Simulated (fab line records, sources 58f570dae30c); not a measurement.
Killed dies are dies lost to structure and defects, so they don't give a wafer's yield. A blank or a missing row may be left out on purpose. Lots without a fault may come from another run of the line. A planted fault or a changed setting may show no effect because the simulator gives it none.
One fault seen from 2 desks | flow berkeley_cmos170 | each desk has only its own numbers; what lay behind them comes last

THE METROLOGY DESK
What the gauges read, lot by lot, whatever tool the lot ran on: means of the sampled wafers that have a number. A lot is out of limits, marked OUT, if its mean lies more than 4 standard deviations from the usual mean; the brackets give that distance.
Columns: A = cd_nm at UCB170_M3_CD_MEAS_15, usual 699.8 nm; B = cd_nm at UCB170_M3_CD_MEAS_90, usual 700 nm
lot  | first seen here | A     | B
L231 | day 9 02:13     | 700.3 | 696
L232 | day 9 17:58     | 698.8 | 694
L235 | day 9 19:23     | 700.7 | 700
L234 | day 9 20:57     | 698.7 | 701
L239 | day 11 09:47    | 700.9 | 702
L241 | day 11 10:26    | 701.3 | 703
L242 | day 11 13:11    | 698.2 | 701
L244 | day 12 04:35    | 699.7 | 699
L243 | day 12 08:48    | 700.5 | 702
This desk's finding: nothing out of limits on any of the 9 lots.

THE TOOL OWNER'S DESK: furnace-04
The tool's own readings at UCB170_SCREENOX_OXIDATION_01 (target thk 14.4 nm, ox time 2400 s): means of the sampled wafers that have a number, for each lot that ran on this tool. A lot is out of limits, marked OUT, if its mean lies more than 4 standard deviations from the usual mean; the brackets give that distance.
Columns: A = spike_tc_centre_C at UCB170_SCREENOX_OXIDATION_01, usual 903.1 C; B = tube_center_temp_C at UCB170_SCREENOX_OXIDATION_01, usual 899.99 C
lot  | first seen here | A     | B
L232 | day 7 02:24     | 904.4 | 900.04
L234 | day 7 02:24     | 904.4 | 899.99
L235 | day 7 02:24     | 903.0 | 900.02
L239 | day 8 04:03     | 903.3 | 900.01
L241 | day 8 18:08     | 904.1 | 899.94
L242 | day 8 18:08     | 903.4 | 899.98
This desk's finding: nothing out of limits on any of the 6 lots.

PUT TOGETHER
The metrology desk saw nothing out of limits.
The tool owner's desk saw nothing out of limits.

WHAT THE SIMULATOR HAD PUT IN
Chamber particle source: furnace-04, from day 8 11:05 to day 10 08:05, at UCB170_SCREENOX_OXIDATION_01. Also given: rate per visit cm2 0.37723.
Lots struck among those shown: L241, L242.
